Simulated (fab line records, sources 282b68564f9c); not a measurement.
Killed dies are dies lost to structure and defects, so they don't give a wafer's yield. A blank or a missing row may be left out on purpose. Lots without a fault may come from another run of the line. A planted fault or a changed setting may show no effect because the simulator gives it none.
Which tool did it? | flow rit_cmos | 7 lots, 21 wafers sampled, at 2 steps of a route of 202

WHAT THE GAUGES READ, wafer by wafer
RIT_NWELL_TW_MEAS_10.
lot  | measured    | on            | NWELL_TW
L593 | day 2 06:52 | film_metro-02 | 2155 2142 2152
L596 | day 2 22:29 | film_metro-01 | 2151 2151 2148
L600 | day 3 18:45 | film_metro-02 | 2167 2163 2157
L602 | day 4 04:50 | film_metro-02 | 2493 2495 2507 2491 2500 2481
L604 | day 5 00:07 | film_metro-03 | 2469 2496 2477 2477 2498 2492
L611 | day 6 02:44 | film_metro-03 | 2150 2147 2140
L613 | day 6 12:36 | film_metro-02 | 2149 2165 2143

WHICH TOOL RAN EACH LOT (tool, then ch and the chambers of the sampled wafers, then the start)
lot  | RIT_NWELL_IMPLANT_08
L593 | implanter-01 ch 0, day 2 06:34
L596 | implanter-04 ch 0, day 2 22:10
L600 | implanter-04 ch 0, day 3 18:26
L602 | implanter-04 ch 0, day 4 04:31
L604 | implanter-04 ch 0, day 4 23:48
L611 | implanter-02 ch 0, day 6 02:25
L613 | implanter-02 ch 0, day 6 12:19
- RIT_NWELL_IMPLANT_08

THE ANSWER, worked out from the rows above alone
Rule: what is usual is taken from the lots themselves. Put in order of their means at a reading, lots are off if they are a third of the lots or fewer, leave a main group of 4 or more, and stand apart from it by a gap of 3 or more times the standard deviation of the main group's means; of several such gaps the widest counts. A main group whose means are all the same, to the digits that the tables above print for the reading, isn't used. A lot without any number at a reading at which 4 lots or more have one is off too. The other lots that the step has rows for count as sound.
Off: L602, L604, at RIT_NWELL_TW_MEAS_10 (NWELL_TW). The main group: mean 2152, standard deviation 5.6.
A tool fits if, at a process step before that reading, it ran every lot that is off, and no sound lot after the first of them. The gauges at RIT_NWELL_TW_MEAS_10 are tried like those tools. One fits: implanter-04 at RIT_NWELL_IMPLANT_08. Its last sound lot is L600 (day 3 18:26), its first lot that is off L602 (day 4 04:31): a fault that began between those two fits.

WHAT THE SIMULATOR HAD PUT IN
Process parameter drift: implanter-04, from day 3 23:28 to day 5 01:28, at RIT_NWELL_IMPLANT_08. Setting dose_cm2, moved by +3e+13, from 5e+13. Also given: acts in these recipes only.
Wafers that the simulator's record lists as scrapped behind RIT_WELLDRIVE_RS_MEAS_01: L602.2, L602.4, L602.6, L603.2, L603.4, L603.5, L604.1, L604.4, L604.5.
Lots struck among those shown: L602, L604. The rule above found the same.
